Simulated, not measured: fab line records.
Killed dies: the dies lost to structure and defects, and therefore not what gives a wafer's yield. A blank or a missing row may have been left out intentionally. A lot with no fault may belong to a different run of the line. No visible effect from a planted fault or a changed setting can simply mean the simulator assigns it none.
One fault seen from 2 desks + flow berkeley cmos170 + each desk has only its own numbers; what lay behind them comes last

## FROM THE METROLOGY DESK
Lot by lot, what the gauges showed, no matter which tool ran the lot: averages of those sampled wafers that carry a number. Any lot whose mean is over 4 standard deviations away from the usual mean is out of limits and marked OUT; that distance is given in the brackets.
Columns: A = M2_OVL at UCB170_M2_OVL_MEAS_16, usual -7 nm; B = cd nm at UCB170_V2_CD_MEAS_12, usual 700.7 nm; C = M3_AL_RS at UCB170_M3_RS_MEAS_02, usual 0.0323 ohm/sq; D = M3_AL_THK at UCB170_M3_THK_MEAS_03, usual 896 nm; E = cd nm at UCB170_M3_CD_MEAS_15, usual 699.5 nm
| lot  | first seen here | A   | B     | C                 | D              | E     |
|------|-----------------|-----|-------|-------------------|----------------|-------|
| L848 | day 7 19:44     | -12 | 701.4 | 0.0323            | 897            | 697.6 |
| L850 | day 8 07:27     | -12 | 699.7 | 0.0331            | 874            | 700.6 |
| L849 | day 8 13:19     | -8  | 702.2 | 0.0318            | 912            | 699.6 |
| L852 | day 8 18:52     | -4  | 699.1 | 0.0329            | 884            | 698.8 |
| L854 | day 9 14:26     | -1  | 698.0 | 0.0328            | 877            | 701.7 |
| L855 | day 9 15:19     | -3  | 701.6 | 0.0324            | 899            | 698.5 |
| L858 | day 9 19:28     | -9  | 701.3 | 0.0324            | 891            | 698.0 |
| L857 | day 9 20:37     | -11 | 700.7 | 0.0325            | 882            | 700.5 |
| L860 | day 10 00:05    | -9  | 702.5 | 0.0363 (+9.1) OUT | 812 (-7.7) OUT | 702.0 |
| L862 | day 10 09:46    | -4  | 701.9 | 0.0368 (+10) OUT  | 800 (-8.8) OUT | 699.7 |
| L866 | day 11 03:06    | -10 | 700.9 | 0.0321            | 902            | 698.9 |
| L867 | day 11 14:07    | -6  | 701.2 | 0.0317            | 901            | 695.9 |
| L871 | day 11 22:34    | -13 | 699.9 | 0.0322            | 902            | 698.4 |
| L870 | day 11 23:05    | -8  | 699.0 | 0.0320            | 904            | 700.6 |
This desk's result: L860, L862 out of limits, first on L860 (M3_AL_RS at UCB170_M3_RS_MEAS_02), day 10 03:56. L848, L850, L849, L852, L854, L855, L858, L857, L866, L867, L871, L870 stayed within limits.

## DESK OF THE TOOL OWNER: pvd sputter-01
The tool's own readings at UCB170_M3_SPUTTER_01 (material Al, target thk 900 nm, time 120 s): means of the sampled wafers that have a number, for each lot that ran on this tool. Any lot whose mean is over 4 standard deviations away from the usual mean is out of limits and marked OUT; that distance is given in the brackets.
Columns: A = chamber pressure pa at UCB170_M3_SPUTTER_01, usual 0.5000 Pa; B = throttle valve pct at UCB170_M3_SPUTTER_01, usual 29.9 %
| lot  | first seen here | A      | B    |
|------|-----------------|--------|------|
| L850 | day 8 10:59     | 0.5005 | 29.6 |
| L852 | day 8 23:08     | 0.5003 | 30.1 |
| L854 | day 9 18:59     | 0.5000 | 30.0 |
| L857 | day 10 01:14    | 0.5012 | 30.5 |
| L860 | day 10 03:51    | 0.4989 | 30.5 |
| L862 | day 10 13:08    | 0.4992 | 30.0 |
This desk's finding: nothing out of limits on any of the 6 lots.

## TAKEN TOGETHER
The metrology desk could have raised an alarm at day 10 03:56, on L860, L862.
The desk of the tool owner found nothing out of limits.
The tool owner's desk has L860, L862 on record, within its limits.
The lots listed all ran UCB170_M3_SPUTTER_01 on pvd sputter-01.

## WHAT WAS PUT IN BY THE SIMULATOR
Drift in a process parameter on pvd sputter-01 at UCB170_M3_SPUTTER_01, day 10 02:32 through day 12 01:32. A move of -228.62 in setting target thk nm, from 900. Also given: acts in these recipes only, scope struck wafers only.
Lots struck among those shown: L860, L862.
Per desk, hours elapsed from the start of the fault to the first reading out of limits: for the metrology desk, 1.
